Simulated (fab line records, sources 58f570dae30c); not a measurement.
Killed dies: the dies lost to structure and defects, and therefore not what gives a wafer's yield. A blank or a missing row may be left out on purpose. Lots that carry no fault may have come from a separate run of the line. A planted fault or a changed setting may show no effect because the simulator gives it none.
Chamber matching    flow berkeley-cmos170    3 sister chambers for UCB170_SPACER_CVD_00 on pecvd-02
The step deposits SiO2 from TEOS/O2, target thk 376 nm, time 47 s. 14 wafers are shown with their chamber, then 7 later ones without.

WAFERS, EACH WITH ITS CHAMBER
wafer   chamber  heater-power-w (W)
L923.3  1        251
L923.5  0        155
L923.6  1        267
L924.1  2        360
L924.5  1        255
L924.6  2        365
L927.1  0        167
L927.2  1        277
L927.4  1        277
L929.1  1        267
L929.2  2        382
L929.6  1        265
L936.1  2        374
L936.2  0        228

SIGNATURES, as means of the wafers listed above
reading         chamber 0  chamber 1  chamber 2  scatter within a chamber
heater-power-w  183.33     265.57     370.25     18.9
Rule: a wafer's distance from a chamber is the root of the sum, over the readings, of the square of ((its reading less the chamber's mean) divided by the reading's scatter). The wafer belongs to the nearest chamber; if the next one is less than 2 further off, it can't be placed. The scatter: take each reading less its chamber's mean, square it, sum over the shown wafers, divide by the number of wafers less the number of chambers, and take the root.

WAFERS WHOSE CHAMBER IS MISSING
wafer   heater-power-w (W)
L936.6  273
L943.1  271
L943.3  282
L943.6  232
L941.1  330
L941.2  283
L941.3  193

WHICH CHAMBER EACH ONE RAN IN
wafer    from the rows above       in truth
L936.6   1                         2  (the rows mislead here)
L943.1   1                         1
L943.3   1                         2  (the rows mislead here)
L943.6   can't be placed: 1 or 0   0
L941.1   can't be placed: 2 or 1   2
L941.2   1                         1
L941.3   0                         0
Placed correctly: 3 of 7. Cannot be placed on the basis of these rows: 2; the candidates contain the true chamber in 2. Number placed wrongly: 2.
